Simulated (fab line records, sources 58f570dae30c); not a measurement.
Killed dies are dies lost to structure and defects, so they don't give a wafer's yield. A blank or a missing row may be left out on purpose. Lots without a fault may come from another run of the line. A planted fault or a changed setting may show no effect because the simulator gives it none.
Split-lot experiment | flow berkeley_cmos170 | 5 lots, 23 wafers read, on a route of 331 steps

THE SPLIT
At UCB170_NSD_IMPLANT_08, the setting energy_kev was moved away from the recipe's 40 on 6 of the 23 wafers read, by -5.0% to +2.2%. The other wafers ran this setting at the recipe's value.

FROM THE SPLIT TO THE READING: what the file shows between them, 3 steps
- UCB170_NSD_STRIP_09: strips in O2
- UCB170_NSD_CLEAN_11: cleans in SPM, time 600 s
- UCB170_SDANNEAL_RTA_01: time 5 s

THE READING
NSD_RS, in ohm/sq, at UCB170_SDANNEAL_RS_MEAS_03 (measures by four-point-probe). Fault-free wafers of this fab line usually give 37.27 ohm/sq, standard deviation 0.093 ohm/sq.

wafer  | tool, chamber at the split | energy_kev as run | against the recipe | NSD_RS, ohm/sq | against lot-mates on the recipe
L074.1 | implanter-04, 0            | 38                | -5.0%              | 37.93          | +0.63
L074.2 | implanter-04, 0            | 40                | recipe             | 37.35          | -
L074.4 | implanter-04, 0            | 38                | -5.0%              | 37.84          | +0.54
L074.5 | implanter-04, 0            | 40                | recipe             | 37.24          | -
L074.6 | implanter-04, 0            | 40                | recipe             | 37.32          | -
L076.1 | implanter-03, 0            | 40                | recipe             | 37.41          | -
L076.2 | implanter-03, 0            | 40                | recipe             | 37.46          | -
L076.3 | implanter-03, 0            | 40                | recipe             | 37.37          | -
L076.4 | implanter-03, 0            | 40                | recipe             | 37.43          | -
L076.5 | implanter-03, 0            | 40                | recipe             | 37.43          | -
L079.1 | implanter-02, 0            | 39.2              | -2.0%              | 37.58          | +0.28
L079.3 | implanter-02, 0            | 40                | recipe             | 37.30          | -
L079.4 | implanter-02, 0            | 39.2              | -2.0%              | 37.54          | +0.24
L079.5 | implanter-02, 0            | 40                | recipe             | 37.31          | -
L079.6 | implanter-02, 0            | 40                | recipe             | 37.29          | -
L083.1 | implanter-03, 0            | 40.87             | +2.2%              | 37.18          | -0.19
L083.3 | implanter-03, 0            | 40                | recipe             | 37.36          | -
L083.4 | implanter-03, 0            | 40                | recipe             | 37.35          | -
L083.5 | implanter-03, 0            | 40.87             | +2.2%              | 37.12          | -0.25
L083.6 | implanter-03, 0            | 40                | recipe             | 37.39          | -
L081.1 | implanter-02, 0            | 40                | recipe             | 37.12          | -
L081.4 | implanter-02, 0            | 40                | recipe             | 37.28          | -
L081.6 | implanter-02, 0            | 40                | recipe             | 37.18          | -

THE FIT
A straight line over all 23 wafers: NSD_RS changes by -0.107 ohm/sq for each +1% of energy_kev; r = -0.91; the points scatter about the line by 0.082 ohm/sq.
The same after taking each lot's own level away (the mean of its wafers on the recipe; 23 wafers): -0.115 ohm/sq for each +1%; r = -0.98; scatter 0.041 ohm/sq.
On that fit, the largest move of energy_kev shifts the reading by 0.57 ohm/sq.
The lots' own levels span 37.193 to 37.420 ohm/sq, that is 2.4 times the standard deviation above.
So the lot-to-lot level changes the slope little: the two slopes agree.
Check: with one of the wafers moved furthest among these (-5.0%) left out of the fit, the line predicts +0.552 ohm/sq for it against its lot-mates. It came out at +0.627 ohm/sq against them.

OTHER SPLITS ON THESE WAFERS
These wafers also went through other splits before the reading. Each is held against what the fit with the lots' levels taken away leaves over:
other split on the same wafers     | wafers away from the commonest value | r with NSD_RS (lot level and that fit taken away)
UCB170_PVT_EXPOSE_03 dose_mj       | 7                                    | +0.23
UCB170_GATE_OXIDATION_01 ox_time_s | 18                                   | +0.02
UCB170_PSD_PEB_04 peb_temp_c       | 8                                    | -0.11
UCB170_NSD_EXPOSE_03 dose_mj       | 4                                    | +0.26

THE WHOLE CHAIN: every reading that the file lists as answering this split, in the file's order
step                       | what it does                 | reading                                                         | change (the file's fit)               | r (the file's)
UCB170_NSD_IMPLANT_08      |                              | implant.rp_nm (the simulator's own value, which no gauge read)  | +0.473 nm for each +1% of the setting | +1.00
UCB170_NSD_IMPLANT_08      |                              | implant.drp_nm (the simulator's own value, which no gauge read) | +0.18 nm for each +1% of the setting  | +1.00
UCB170_NSD_STRIP_09        | strips in O2                 | strip_time_to_endpoint_s                                        | withheld for each +1% of the setting  | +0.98
UCB170_SDANNEAL_RS_MEAS_03 | measures by four-point-probe | NSD_RS                                                          | -0.115 for each +1% of the setting    | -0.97

THE FILE'S OWN FIT
NSD_RS changes by -0.115 ohm/sq for each +1% of energy_kev, r = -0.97.
